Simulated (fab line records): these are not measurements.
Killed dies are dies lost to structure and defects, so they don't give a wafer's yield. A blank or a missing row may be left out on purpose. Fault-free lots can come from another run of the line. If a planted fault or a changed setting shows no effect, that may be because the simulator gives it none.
Lot-split experiment :: flow rit cmos :: 5 lots, 23 wafers read, on a route of 202 steps

== THE SPLIT ITSELF ==
At RIT_GATE_EXPOSE_13 (exposes mask M6, target cd 150 nm), the setting dose mj was moved away from the recipe's 380 on 6 of the 23 wafers read, by -6.4% to +7.3%. The other wafers ran this setting at the recipe's value.

== FROM THE SPLIT TO THE READING: what the file shows between them, 5 steps ==
- RIT_GATE_PEB_14
- RIT_GATE_DEVELOP_15: develop time 50 s
- RIT_GATE_CD_MEAS_16: target cd 150 nm
- RIT_GATE_ETCH_19: etches poly-Si in SF6/CHF3/O2, stops on SiO2, time 165 s, target depth 312.5 nm (also split here: rf w)
- RIT_GATE_STRIP_20: strips in O2, time 180 s

== THE READING ==
Shown in nm: cd nm at RIT_GATE_CD_MEAS_90, with target cd 150 nm. A value of 151.3 nm with a standard deviation of 1.6 nm is what fault-free wafers of this fab line usually give.

wafer: L074.1
tool, chamber at the split: iline stepper-01, 0
dose mj as run: 355.5
against the recipe: -6.4%
cd nm, nm: 187.2
against lot-mates on the recipe: +35.5

wafer: L074.2
tool, chamber at the split: iline stepper-01, 0
dose mj as run: 380
against the recipe: recipe
cd nm, nm: 150.6
against lot-mates on the recipe: -

wafer: L074.3
tool, chamber at the split: iline stepper-01, 0
dose mj as run: 355.5
against the recipe: -6.4%
cd nm, nm: 185.5
against lot-mates on the recipe: +33.8

wafer: L074.5
tool, chamber at the split: iline stepper-01, 0
dose mj as run: 380
against the recipe: recipe
cd nm, nm: 152.8
against lot-mates on the recipe: -

wafer: L074.6
tool, chamber at the split: iline stepper-01, 0
dose mj as run: 355.5
against the recipe: -6.4%
cd nm, nm: 183.9
against lot-mates on the recipe: +32.2

wafer: L075.2
tool, chamber at the split: iline stepper-01, 0
dose mj as run: 380
against the recipe: recipe
cd nm, nm: 152.6
against lot-mates on the recipe: -

wafer: L075.3
tool, chamber at the split: iline stepper-01, 0
dose mj as run: 380
against the recipe: recipe
cd nm, nm: 152.9
against lot-mates on the recipe: -

wafer: L075.4
tool, chamber at the split: iline stepper-01, 0
dose mj as run: 407.7
against the recipe: +7.3%
cd nm, nm: 116.1
against lot-mates on the recipe: -36.7

wafer: L075.5
tool, chamber at the split: iline stepper-01, 0
dose mj as run: 407.7
against the recipe: +7.3%
cd nm, nm: 116.9
against lot-mates on the recipe: -35.8

wafer: L075.6
tool, chamber at the split: iline stepper-01, 0
dose mj as run: 407.7
against the recipe: +7.3%
cd nm, nm: 116.8
against lot-mates on the recipe: -36.0

wafer: L076.1
tool, chamber at the split: iline stepper-01, 0
dose mj as run: 380
against the recipe: recipe
cd nm, nm: 151.0
against lot-mates on the recipe: -

wafer: L076.2
tool, chamber at the split: iline stepper-01, 0
dose mj as run: 380
against the recipe: recipe
cd nm, nm: 150.9
against lot-mates on the recipe: -

wafer: L076.4
tool, chamber at the split: iline stepper-01, 0
dose mj as run: 380
against the recipe: recipe
cd nm, nm: 150.8
against lot-mates on the recipe: -

wafer: L076.5
tool, chamber at the split: iline stepper-01, 0
dose mj as run: 380
against the recipe: recipe
cd nm, nm: 153.1
against lot-mates on the recipe: -

wafer: L076.6
tool, chamber at the split: iline stepper-01, 0
dose mj as run: 380
against the recipe: recipe
cd nm, nm: 152.0
against lot-mates on the recipe: -

wafer: L078.1
tool, chamber at the split: iline stepper-02, 0
dose mj as run: 380
against the recipe: recipe
cd nm, nm: 151.8
against lot-mates on the recipe: -

wafer: L078.4
tool, chamber at the split: iline stepper-02, 0
dose mj as run: 380
against the recipe: recipe
cd nm, nm: 150.8
against lot-mates on the recipe: -

wafer: L078.5
tool, chamber at the split: iline stepper-02, 0
dose mj as run: 380
against the recipe: recipe
cd nm, nm: 149.5
against lot-mates on the recipe: -

wafer: L084.1
tool, chamber at the split: iline stepper-02, 0
dose mj as run: 380
against the recipe: recipe
cd nm, nm: 150.3
against lot-mates on the recipe: -

wafer: L084.2
tool, chamber at the split: iline stepper-02, 0
dose mj as run: 380
against the recipe: recipe
cd nm, nm: 153.9
against lot-mates on the recipe: -

wafer: L084.4
tool, chamber at the split: iline stepper-02, 0
dose mj as run: 380
against the recipe: recipe
cd nm, nm: 151.4
against lot-mates on the recipe: -

wafer: L084.5
tool, chamber at the split: iline stepper-02, 0
dose mj as run: 380
against the recipe: recipe
cd nm, nm: 151.3
against lot-mates on the recipe: -

wafer: L084.6
tool, chamber at the split: iline stepper-02, 0
dose mj as run: 380
against the recipe: recipe
cd nm, nm: 151.3
against lot-mates on the recipe: -

THE FIT
A straight line over all 23 wafers: cd nm changes by -5.01 nm for each +1% of dose mj; r = -1.00; the points scatter about the line by 1.4 nm.
The same after taking each lot's own level away (the mean of its wafers on the recipe; 23 wafers): -5.09 nm for each +1%; r = -1.00; scatter 1.1 nm.
On that fit, the largest move of dose mj shifts the reading by 37 nm.
The lots' own levels span 150.70 to 152.75 nm, that is 1.3 times the standard deviation above.
Hence the lot-to-lot level has little effect on the slope; both slopes agree.
Check: with one of the wafers moved furthest among these (+7.3%) left out of the fit, the line predicts -36.9 nm for it against its lot-mates. It came out at -36.7 nm against them.

== OTHER SPLITS ON THESE WAFERS ==
Note: prior to the reading, these wafers also went through further splits. Each is held against what the fit with the lots' levels taken away leaves over:
other split on the same wafers: RIT_ACTIVE_EXPOSE_08 dose mj
wafers away from the commonest value: 5
r with cd nm (lot level and that fit taken away): +0.27

other split on the same wafers: RIT_FOX2_OXIDATION_00 ox time s
wafers away from the commonest value: 15
r with cd nm (lot level and that fit taken away): -0.14

other split on the same wafers: RIT_PRETRO_COAT_01 resist thk nm
wafers away from the commonest value: 7
r with cd nm (lot level and that fit taken away): +0.05

other split on the same wafers: RIT_GATE_CVD_08 pressure mtorr
wafers away from the commonest value: 10
r with cd nm (lot level and that fit taken away): -0.04

other split on the same wafers: RIT_GATE_ETCH_19 rf w
wafers away from the commonest value: 7
r with cd nm (lot level and that fit taken away): -0.31

== THE WHOLE CHAIN: every reading that the file lists as answering this split, in the file's order ==
step: RIT_GATE_DEVELOP_15
what it does: develop time 50 s
reading: GATE.cd nm (the simulator's own value, which no gauge read)
change (the file's fit): -5.08 nm for each +1% of the setting
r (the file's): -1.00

step: RIT_GATE_CD_MEAS_16
what it does: target cd 150 nm
reading: cd nm
change (the file's fit): -5.09 nm for each +1% of the setting
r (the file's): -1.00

step: RIT_GATE_CD_MEAS_90
what it does: target cd 150 nm
reading: cd nm
change (the file's fit): -5.08 nm for each +1% of the setting
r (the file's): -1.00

step: RIT_M1_PROBE_99
what it does: 
reading: etest.nmos_0p15.drive ua um (the simulator's own value, which no gauge read)
change (the file's fit): +22.2 for each +1% of the setting
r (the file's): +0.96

step: RIT_M1_PROBE_99
what it does: 
reading: etest.pmos_0p15.drive ua um (the simulator's own value, which no gauge read)
change (the file's fit): +14.8 for each +1% of the setting
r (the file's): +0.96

step: RIT_M1_PROBE_99
what it does: 
reading: etest.npoly line.line ohm um (the simulator's own value, which no gauge read)
change (the file's fit): +10 for each +1% of the setting
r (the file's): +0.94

step: RIT_M1_PROBE_99
what it does: 
reading: etest.ppoly line.line ohm um (the simulator's own value, which no gauge read)
change (the file's fit): +9.92 for each +1% of the setting
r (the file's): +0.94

step: RIT_M1_PROBE_99
what it does: 
reading: etest.nmos turned.drive ua um (the simulator's own value, which no gauge read)
change (the file's fit): +11.1 for each +1% of the setting
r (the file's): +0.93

== FILE'S OWN FIT ==
cd nm changes by -5.08 nm for each +1% of dose mj, r = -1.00.
